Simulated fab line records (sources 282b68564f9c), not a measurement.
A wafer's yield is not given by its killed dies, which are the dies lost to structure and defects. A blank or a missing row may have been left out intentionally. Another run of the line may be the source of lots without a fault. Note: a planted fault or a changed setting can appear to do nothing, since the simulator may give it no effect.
What tool caused it? :: flow rit cmos :: 14 lots (42 wafers sampled), 1 step of a 202-step route

## WHAT THE GAUGES READ, wafer by wafer
RIT_ACTIVE_BOW_MEAS_00. Usual: INCOMING_BOW typically reads 0 um, with standard deviation 6.6.
lot: L895
measured: day 1 10:00
on: film metro-02
INCOMING_BOW (um): -7 -3 -3
flag: 

lot: L896
measured: day 1 15:00
on: film metro-01
INCOMING_BOW (um): -8 6 -9
flag: 

lot: L898
measured: day 2 01:01
on: film metro-04
INCOMING_BOW (um): -8 7 6
flag: 

lot: L899
measured: day 2 06:00
on: film metro-04
INCOMING_BOW (um): 2 -9 -14
flag: 

lot: L900
measured: day 2 11:00
on: film metro-04
INCOMING_BOW (um): -3 -1 8
flag: 

lot: L901
measured: day 2 16:00
on: film metro-02
INCOMING_BOW (um): -2 -6 -3
flag: 

lot: L902
measured: day 2 21:00
on: film metro-01
INCOMING_BOW (um): 10 6 -1
flag: 

lot: L903
measured: day 3 02:00
on: film metro-02
INCOMING_BOW (um): 0 -7 -7
flag: 

lot: L908
measured: day 4 03:00
on: film metro-02
INCOMING_BOW (um): -4 -3 -13
flag: 

lot: L909
measured: day 4 08:01
on: film metro-04
INCOMING_BOW (um): -7 -2 -5
flag: 

lot: L911
measured: day 4 18:00
on: film metro-02
INCOMING_BOW (um): -1 4 -15
flag: 

lot: L912
measured: day 4 23:00
on: film metro-02
INCOMING_BOW (um): -9 10 3
flag: 

lot: L915
measured: day 5 14:00
on: film metro-04
INCOMING_BOW (um): -2 -5 -6
flag: 

lot: L916
measured: day 5 19:01
on: film metro-04
INCOMING_BOW (um): 3 -4 11
flag: 

## EACH LOT AND THE TOOL THAT RAN IT (in order: tool; ch and the chambers of the sampled wafers; start)
The record holds no process step before these readings.

## AS READ BY THE TOOLS THEMSELVES (means over the sampled wafers that have a number; for cases with no such wafer, the mark the record gives instead)
The record holds no such reading with a usual standard deviation.

## THE ANSWER, worked out from the rows above alone
Rule: lot off if the mean of its wafers having a number is beyond 3 standard deviations from the usual mean. A lot without any number at a reading at which 4 lots or more have one is off too. Where the step has rows for the other lots, those lots are counted as sound. The gauges are gone through in route order, then the tools' own readings, and for those a lot's mean is taken as printed above. At the first step where some lot is off, the reading lying furthest off is the one used; lots without a number count as furthest.
No lot is off at any reading shown: from this, nothing can be told.

## WHAT THE SIMULATOR PUT IN
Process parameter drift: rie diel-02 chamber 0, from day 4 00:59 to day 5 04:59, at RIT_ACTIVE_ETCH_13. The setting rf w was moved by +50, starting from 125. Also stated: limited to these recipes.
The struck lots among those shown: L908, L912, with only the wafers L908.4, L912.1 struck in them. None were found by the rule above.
